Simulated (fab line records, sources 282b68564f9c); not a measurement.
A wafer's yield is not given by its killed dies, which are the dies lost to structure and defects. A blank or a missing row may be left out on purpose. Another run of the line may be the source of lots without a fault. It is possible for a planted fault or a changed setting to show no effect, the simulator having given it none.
A struck lot beside a sound one    flow rit cmos    3 out of 202 route steps
Sound: the wafers L846.1, L846.2, L846.6. Wafers struck: L837.1, L837.3, L837.5. Last of all comes the cause.
Per side, at each step with rows, come the tool, then ch with its chambers, and then its first start. Under that, the readings that differ: sound wafers    struck wafers    difference of the means    sigmas: that difference in standard deviations of wafers without a fault.
alike: same words and numbers on both sides, and readings whose means sit less than 2 such deviations apart. not compared: any withheld reading, any reading some wafer has no value for, any bound like >300 that may hide the same value, and any number with overlapping values for which the record gives no deviation.
Wherever a step has rows on one side only, a row that says differs or no value, or a row with sigmas, the two part there. Numbers that don't overlap but have no deviation are shown without sigmas and don't part them. A reading missing from all wafers of one side parts the sides only when that side holds two or more wafers.

RIT_ACTIVE_BOW_MEAS_00:
  struck on film metro-02, day 3 22:00; sound on film metro-04, day 5 19:00
  alike: INCOMING_BOW
RIT_ACTIVE_OXIDATION_01: target thk 46.8 nm, ox time 3360 s.
  sound on furnace-04 ch 0, day 5 19:07; struck on furnace-01, day 3 22:07
  no value came back on the struck wafers for any of 5 readings (ox temp c (C), ox temp c max and others); on the sound wafers ox temp c (C) reads 999.7 1000.3 1000.3
then, 1 step without rows for these wafers: RIT_ACTIVE_CVD_03 (deposits Si3N4 from SiH2Cl2/NH3, target thk 150 nm, time 1500 s).

== WHERE THEY PART ==
Only at RIT_ACTIVE_OXIDATION_01, within this record.

WHY: what the simulator had put in
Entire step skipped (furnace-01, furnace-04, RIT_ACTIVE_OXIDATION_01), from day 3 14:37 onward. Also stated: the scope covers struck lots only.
